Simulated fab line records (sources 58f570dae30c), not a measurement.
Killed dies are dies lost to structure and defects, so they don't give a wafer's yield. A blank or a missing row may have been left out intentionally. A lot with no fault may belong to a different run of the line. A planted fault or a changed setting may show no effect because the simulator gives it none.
What tool caused it? | flow berkeley-cmos170 | 7 lots, 21 wafers sampled, at 1 step of a route of 331

== WHAT THE GAUGES READ, wafer by wafer ==
UCB170_PWELL_THK_MEAS_03.
lot  | measured    | on            | PWELL_OXIDE_THK (nm)
L326 | day 3 17:47 | film-metro-02 | 27.5 27.4 27.5
L331 | day 4 04:55 | film-metro-03 | 26.5 26.5 26.5
L333 | day 5 01:10 | film-metro-02 | 27.0 27.0 27.1
L335 | day 5 21:37 | film-metro-04 | 26.4 26.1 26.4
L339 | day 6 01:58 | film-metro-02 | 27.2 27.1 27.0
L343 | day 7 00:47 | film-metro-03 | 26.4 26.2 26.2
L345 | day 7 07:37 | film-metro-04 | 26.2 26.4 26.5

== TOOL THAT RAN EACH LOT (tool first, then ch and the chambers of the sampled wafers, then the start) ==
Before these readings, the record contains no process step.

== THE ANSWER, worked out from the rows above alone ==
Rule: the usual values come from the lots themselves. The widest of any qualifying gaps counts: lots, ordered by their means at a reading, are off when they make up no more than a third of the lots, leave a main group of 4 or more, and stand apart from it by 3 or more times the standard deviation of that group's means. The tables above print the reading to a certain number of digits; a main group whose means all agree to those digits is not used. A lot without any number at a reading at which 4 lots or more have one is off too. All remaining lots with rows at the step are treated as sound.
No lot is off on any of the readings shown, so nothing can be concluded from this.

== WHAT THE SIMULATOR PUT IN ==
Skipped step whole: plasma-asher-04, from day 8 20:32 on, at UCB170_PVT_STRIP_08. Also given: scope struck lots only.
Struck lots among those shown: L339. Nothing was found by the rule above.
